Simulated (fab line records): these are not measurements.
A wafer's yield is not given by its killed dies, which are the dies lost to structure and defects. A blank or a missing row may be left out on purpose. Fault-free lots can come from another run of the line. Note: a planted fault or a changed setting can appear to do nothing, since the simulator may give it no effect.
A struck lot beside a sound one ; flow ritCmos ; 20 steps out of a route of 202
Sound: the wafers L354.1, L354.3, L354.4. Wafers L366.2, L366.4, L366.5 were the ones struck. Last of all comes the cause.
Order at every step that has rows: each side's tool, ch and its chambers, its first start. Under that, the readings that differ: sound wafers ; struck wafers ; difference of the means ; sigmas: that difference in standard deviations of wafers without a fault.
alike: a reading whose means differ by less than 2 such deviations, as well as words and numbers matching on both sides. not compared: withheld readings; readings where some wafer has no value; bounds like >300 that might hide an equal value; numbers whose values overlap and for which the record gives no deviation.
Wherever a step has rows on one side only, a row that says differs or no value, or a row with sigmas, the two part there. Non-overlapping numbers with no deviation appear without sigmas and do not part them. Lack of a reading on every wafer of one side parts them only where that side has two or more wafers.

first, 2 steps without rows for these wafers: RIT_NWELL_HARDBAKE_07 (time 120 s); RIT_NWELL_IMPLANT_08.
RIT_NWELL_STRIP_09: strips in O2, time 180 s.
  sound on plasmaAsher-01 ch 0,1, day 2 12:43; struck on plasmaAsher-04 ch 0,1, day 5 02:53
  alike: chamberPressureMTorr, drypumpMotorCurrentA
  not compared: rfHoursCounterH
RIT_NWELL_TW_MEAS_10:
  sound on filmMetro-01, day 2 12:53; struck on filmMetro-04, day 5 03:04
  alike: NWELL_TW
then, 6 steps without rows for these wafers: RIT_PWELL_HMDS_00 (prime time 60 s); RIT_PWELL_COAT_01 (resist thk 1300 nm); RIT_PWELL_SOFTBAKE_02 (time 60 s); RIT_PWELL_EXPOSE_03 (exposes mask M3, target cd 43700 nm); RIT_PWELL_PEB_04; RIT_PWELL_DEVELOP_05 (develop time 68 s).
RIT_PWELL_OVL_MEAS_06:
  sound on overlay-02, day 2 13:54; struck on overlay-02, day 5 04:12
  alike: PWELL_OVL
then, 1 step without rows for these wafers: RIT_PWELL_HARDBAKE_07 (time 120 s).
RIT_PWELL_IMPLANT_08:
  sound on implanter-04 ch 0, day 2 14:12; struck on implanter-04 ch 0, day 5 04:31
reading;sound;struck;difference;sigmas
doseIonsCm2;6.991e+13 7.001e+13 6.997e+13;9.102e+13 9.102e+13 9.104e+13;+2.106e+13;+99 or more
faradayCurrentUA;227 222 225;289 282 288;+62;+15
  alike: tiltDeg
RIT_PWELL_STRIP_09: strips in O2, time 180 s.
  sound on plasmaAsher-03 ch 0,1, day 2 14:21; struck on plasmaAsher-04 ch 0,1, day 5 04:38
  alike: chamberPressureMTorr, drypumpMotorCurrentA
  not compared: rfHoursCounterH
RIT_PWELL_TW_MEAS_10:
  sound on filmMetro-04, day 2 14:32; struck on filmMetro-01, day 5 04:49
reading;sound;struck;difference;sigmas
PWELL_TW;951 954 954;1030 1032 1035;+79;+16
then, 1 step without rows for these wafers: RIT_WELLDRIVE_ANNEAL_00 (time 14700 s).
RIT_WELLDRIVE_RS_MEAS_01: measurement is done with a four-point probe.
  sound on filmMetro-02, day 2 19:40; struck on filmMetro-01, day 5 09:58
  alike: NWELL_RS
RIT_WELLDRIVE_RS_MEAS_02: measurement is done with a four-point probe.
  sound on filmMetro-02, day 2 19:47; struck on filmMetro-01, day 5 10:05
reading;sound;struck;difference;sigmas
PWELL_RS (ohm/sq);429.6 428.3 428.5;364.3 364.5 364.6;-64.3;-58
then, 1 step without rows for these wafers: RIT_NRETRO_HMDS_00 (prime time 60 s).
RIT_M1_PROBE_99:
  sound on prober-01, day 4 04:29; struck on prober-01, day 6 15:00
reading;sound;struck;difference;sigmas
killed_at_M0_to_M3;0 0 1;0 0 0;+0;-3
model.etest.nmos_0p3.rOnOhmUm;2173 2143 2167;2353 2344 2401;+205;
model.etest.nmos_0p15.rOnOhmUm;1154 1143 1140;1174 1192 1209;+46;
model.etest.pwellPinched.rsOhmSq;461.6 462 456.2;385.6 385.6 379.3;-76.4;
model.etest.pwell.rsOhmSq;413.3 413.7 409.1;348 347.9 344.9;-65;
model.etest.nmosTurned.driveUaUm;319.9 324.7 315.3;269 268.6 258.8;-54;
model.etest.nmos_0p15.driveUaUm;451.1 454.1 448.4;434.4 421.4 415;-27.6;
model.etest.nmosNarrow.driveUaUm;220.8 225 219.5;196.7 194 194.3;-26.8;
model.etest.nmos_0p3.driveUaUm;221.5 224 218.7;196.4 192.2 192.5;-27.7;
  alike: killedAtContacts, killedAtFrontEnd, killedDies, killedOpen, killedShort

WHERE THEY PART
At RIT_PWELL_IMPLANT_08 first; at RIT_M1_PROBE_99 last (within this record only).

WHY: what had been put in by the simulator
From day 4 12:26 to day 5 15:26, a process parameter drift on implanter-04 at RIT_PWELL_IMPLANT_08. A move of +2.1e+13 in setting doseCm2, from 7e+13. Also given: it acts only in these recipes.
